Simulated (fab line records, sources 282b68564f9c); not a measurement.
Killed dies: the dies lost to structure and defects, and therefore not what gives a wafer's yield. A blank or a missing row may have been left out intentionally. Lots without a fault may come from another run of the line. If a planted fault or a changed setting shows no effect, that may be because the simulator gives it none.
Which tool did it? || flow rit_cmos || 14 lots, 42 wafers sampled, at 2 steps of a route of 202

WHAT THE GAUGES READ, wafer by wafer
Not one reading of a measure or inspect step in the record can be checked against a usual standard deviation.

EACH LOT AND THE TOOL THAT RAN IT (in order: tool; ch and the chambers of the sampled wafers; start)
{"lot": "L494", "RIT_M1_METAL_ETCH_12": "rie_metal-01 ch 0,1, day 3 10:28", "RIT_M1_PROBE_99": "-"}
{"lot": "L496", "RIT_M1_METAL_ETCH_12": "rie_metal-01 ch 0,1, day 4 03:23", "RIT_M1_PROBE_99": "-"}
{"lot": "L498", "RIT_M1_METAL_ETCH_12": "rie_metal-04 ch 0,1, day 4 04:43", "RIT_M1_PROBE_99": "-"}
{"lot": "L499", "RIT_M1_METAL_ETCH_12": "rie_metal-02 ch 0,1, day 4 09:10", "RIT_M1_PROBE_99": "-"}
{"lot": "L500", "RIT_M1_METAL_ETCH_12": "rie_metal-01 ch 0,1, day 4 21:19", "RIT_M1_PROBE_99": "-"}
{"lot": "L501", "RIT_M1_METAL_ETCH_12": "rie_metal-04 ch 0,1, day 5 00:47", "RIT_M1_PROBE_99": "prober-01, day 5 04:06"}
{"lot": "L502", "RIT_M1_METAL_ETCH_12": "rie_metal-02 ch 0,1, day 5 02:49", "RIT_M1_PROBE_99": "-"}
{"lot": "L508", "RIT_M1_METAL_ETCH_12": "rie_metal-02 ch 0,1, day 6 05:16", "RIT_M1_PROBE_99": "-"}
{"lot": "L510", "RIT_M1_METAL_ETCH_12": "rie_metal-04 ch 0,1, day 6 14:47", "RIT_M1_PROBE_99": "-"}
{"lot": "L511", "RIT_M1_METAL_ETCH_12": "rie_metal-02 ch 0,1, day 6 22:58", "RIT_M1_PROBE_99": "prober-01, day 7 01:13"}
{"lot": "L512", "RIT_M1_METAL_ETCH_12": "rie_metal-04 ch 1, day 7 02:14", "RIT_M1_PROBE_99": "-"}
{"lot": "L514", "RIT_M1_METAL_ETCH_12": "rie_metal-04 ch 0,1, day 7 11:35", "RIT_M1_PROBE_99": "-"}
{"lot": "L515", "RIT_M1_METAL_ETCH_12": "rie_metal-01 ch 0,1, day 7 16:36", "RIT_M1_PROBE_99": "prober-01, day 7 18:59"}
{"lot": "L517", "RIT_M1_METAL_ETCH_12": "rie_metal-01 ch 0,1, day 8 01:51", "RIT_M1_PROBE_99": "-"}
- RIT_M1_METAL_ETCH_12: etches Al in Cl2/BCl3, stops on SiO2, time 165 s, target depth 600 nm.
- RIT_M1_PROBE_99

WHAT THE TOOLS THEMSELVES READ (means of the sampled wafers that have a number; where no wafer has one, the mark that the record gives instead)
RIT_M1_METAL_ETCH_12. Usual: bcl3_flow_sccm 50.02 sccm, standard deviation 0.15; chamber_pressure_mTorr 100.01 mTorr, standard deviation 0.093; drypump_motor_current_A 5.6 A, standard deviation 0.56; oes_product_au 0.787 a.u., standard deviation 0.0094; throttle_valve_pct 8.33 %, standard deviation 0.14.
{"lot": "L494", "tool": "rie_metal-01", "bcl3_flow_sccm (sccm)": 50.10, "chamber_pressure_mTorr (mTorr)": 100.03, "drypump_motor_current_A (A)": 5.8, "oes_product_au (a.u.)": 0.769, "throttle_valve_pct (%)": 8.40, "flag": ""}
{"lot": "L496", "tool": "rie_metal-01", "bcl3_flow_sccm (sccm)": 49.96, "chamber_pressure_mTorr (mTorr)": 100.01, "drypump_motor_current_A (A)": 5.8, "oes_product_au (a.u.)": 0.779, "throttle_valve_pct (%)": 8.40, "flag": ""}
{"lot": "L498", "tool": "rie_metal-04", "bcl3_flow_sccm (sccm)": 50.15, "chamber_pressure_mTorr (mTorr)": 100.15, "drypump_motor_current_A (A)": 6.0, "oes_product_au (a.u.)": 0.797, "throttle_valve_pct (%)": 8.40, "flag": ""}
{"lot": "L499", "tool": "rie_metal-02", "bcl3_flow_sccm (sccm)": 50.20, "chamber_pressure_mTorr (mTorr)": 100.00, "drypump_motor_current_A (A)": 4.9, "oes_product_au (a.u.)": 0.792, "throttle_valve_pct (%)": 8.24, "flag": ""}
{"lot": "L500", "tool": "rie_metal-01", "bcl3_flow_sccm (sccm)": 49.88, "chamber_pressure_mTorr (mTorr)": 99.98, "drypump_motor_current_A (A)": 6.1, "oes_product_au (a.u.)": 0.783, "throttle_valve_pct (%)": 8.43, "flag": ""}
{"lot": "L501", "tool": "rie_metal-04", "bcl3_flow_sccm (sccm)": 49.99, "chamber_pressure_mTorr (mTorr)": 100.03, "drypump_motor_current_A (A)": 6.1, "oes_product_au (a.u.)": 0.784, "throttle_valve_pct (%)": 8.28, "flag": ""}
{"lot": "L502", "tool": "rie_metal-02", "bcl3_flow_sccm (sccm)": 50.17, "chamber_pressure_mTorr (mTorr)": 100.00, "drypump_motor_current_A (A)": 4.9, "oes_product_au (a.u.)": 0.791, "throttle_valve_pct (%)": 8.25, "flag": ""}
{"lot": "L508", "tool": "rie_metal-02", "bcl3_flow_sccm (sccm)": 49.98, "chamber_pressure_mTorr (mTorr)": 116.63, "drypump_motor_current_A (A)": 4.9, "oes_product_au (a.u.)": 0.803, "throttle_valve_pct (%)": 8.24, "flag": "OFF"}
{"lot": "L510", "tool": "rie_metal-04", "bcl3_flow_sccm (sccm)": 50.20, "chamber_pressure_mTorr (mTorr)": 100.05, "drypump_motor_current_A (A)": 6.1, "oes_product_au (a.u.)": 0.790, "throttle_valve_pct (%)": 8.28, "flag": ""}
{"lot": "L511", "tool": "rie_metal-02", "bcl3_flow_sccm (sccm)": 50.02, "chamber_pressure_mTorr (mTorr)": 116.67, "drypump_motor_current_A (A)": 4.9, "oes_product_au (a.u.)": 0.789, "throttle_valve_pct (%)": 8.25, "flag": "OFF"}
{"lot": "L512", "tool": "rie_metal-04", "bcl3_flow_sccm (sccm)": 50.03, "chamber_pressure_mTorr (mTorr)": 99.99, "drypump_motor_current_A (A)": 6.0, "oes_product_au (a.u.)": 0.797, "throttle_valve_pct (%)": 8.55, "flag": ""}
{"lot": "L514", "tool": "rie_metal-04", "bcl3_flow_sccm (sccm)": 49.91, "chamber_pressure_mTorr (mTorr)": 100.02, "drypump_motor_current_A (A)": 6.1, "oes_product_au (a.u.)": 0.792, "throttle_valve_pct (%)": 8.28, "flag": ""}
{"lot": "L515", "tool": "rie_metal-01", "bcl3_flow_sccm (sccm)": 49.98, "chamber_pressure_mTorr (mTorr)": 100.02, "drypump_motor_current_A (A)": 6.1, "oes_product_au (a.u.)": 0.789, "throttle_valve_pct (%)": 8.43, "flag": ""}
{"lot": "L517", "tool": "rie_metal-01", "bcl3_flow_sccm (sccm)": 49.94, "chamber_pressure_mTorr (mTorr)": 100.00, "drypump_motor_current_A (A)": 5.8, "oes_product_au (a.u.)": 0.792, "throttle_valve_pct (%)": 8.42, "flag": ""}

RIT_M1_PROBE_99. Usual: defect_limited_yield 97.5 %, standard deviation 1.2; killed_at_M0_to_M3 0.0, standard deviation 0.12; killed_at_contacts 0.1, standard deviation 0.29; killed_at_front_end 6, standard deviation 3; killed_dies 7, standard deviation 3.1; killed_open 3.2, standard deviation 1.9; killed_short 3.3, standard deviation 1.9; sort_bin_3_pad_short 0.1 %, standard deviation 0.18; sort_bin_5_function 1.5 %, standard deviation 0.88; sort_bin_6_memory 0.9 %, standard deviation 0.62; sort_n_pass 257, standard deviation 3.1; sort_yield_pct 97.5 %, standard deviation 1.2.
{"lot": "L501", "tool": "prober-01", "defect_limited_yield (%)": 96.8, "killed_at_M0_to_M3": 0.0, "killed_at_contacts": 0.0, "killed_at_front_end": 8, "killed_dies": 8, "killed_open": 4.7, "killed_short": 3.7, "sort_bin_3_pad_short (%)": 0.1, "sort_bin_5_function (%)": 1.4, "sort_bin_6_memory (%)": 1.6, "sort_n_pass": 256, "sort_yield_pct (%)": 96.8, "flag": ""}
{"lot": "L511", "tool": "prober-01", "defect_limited_yield (%)": 98.2, "killed_at_M0_to_M3": 0.0, "killed_at_contacts": 0.0, "killed_at_front_end": 5, "killed_dies": 5, "killed_open": 1.7, "killed_short": 3.0, "sort_bin_3_pad_short (%)": 0.1, "sort_bin_5_function (%)": 0.6, "sort_bin_6_memory (%)": 1.0, "sort_n_pass": 259, "sort_yield_pct (%)": 98.2, "flag": ""}
{"lot": "L515", "tool": "prober-01", "defect_limited_yield (%)": 97.6, "killed_at_M0_to_M3": 0.0, "killed_at_contacts": 0.3, "killed_at_front_end": 6, "killed_dies": 6, "killed_open": 3.3, "killed_short": 3.0, "sort_bin_3_pad_short (%)": 0.0, "sort_bin_5_function (%)": 1.1, "sort_bin_6_memory (%)": 1.3, "sort_n_pass": 258, "sort_yield_pct (%)": 97.6, "flag": ""}

THE ANSWER, worked out from the rows above alone
Rule: take the mean of a lot's wafers that have a number; if it is more than 3 standard deviations from the usual mean, the lot is off. A lot without any number at a reading at which 4 lots or more have one is off too. The other lots that the step has rows for count as sound. After the gauges, taken in route order, come the tools' own readings; for these a lot's mean is taken, as printed above. The first step at which some lot is off is used, and at that step the reading that is off furthest; a lot without a number counts as furthest.
Off, at RIT_M1_METAL_ETCH_12 on chamber_pressure_mTorr: L508, L511.
If a tool, at that step or one of the process steps before it, ran each lot that is off and ran no sound lot following the first of them, it fits. One fits: RIT_M1_METAL_ETCH_12 on rie_metal-02. A fault onset in the window from L502 (day 5 02:49, its last sound lot) to L508 (day 6 05:16, its first lot off) fits.
On the lots that are off, the tool's own readings at RIT_M1_METAL_ETCH_12 differ by more than 5 times the standard deviation of the sound lots' means, which bears it out; chamber_pressure_mTorr reads 116.65 mTorr there versus 100.02 mTorr on the sound lots.

WHAT WAS PUT IN BY THE SIMULATOR
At RIT_M1_METAL_ETCH_12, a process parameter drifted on rie_metal-02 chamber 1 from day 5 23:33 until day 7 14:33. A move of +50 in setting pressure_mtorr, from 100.
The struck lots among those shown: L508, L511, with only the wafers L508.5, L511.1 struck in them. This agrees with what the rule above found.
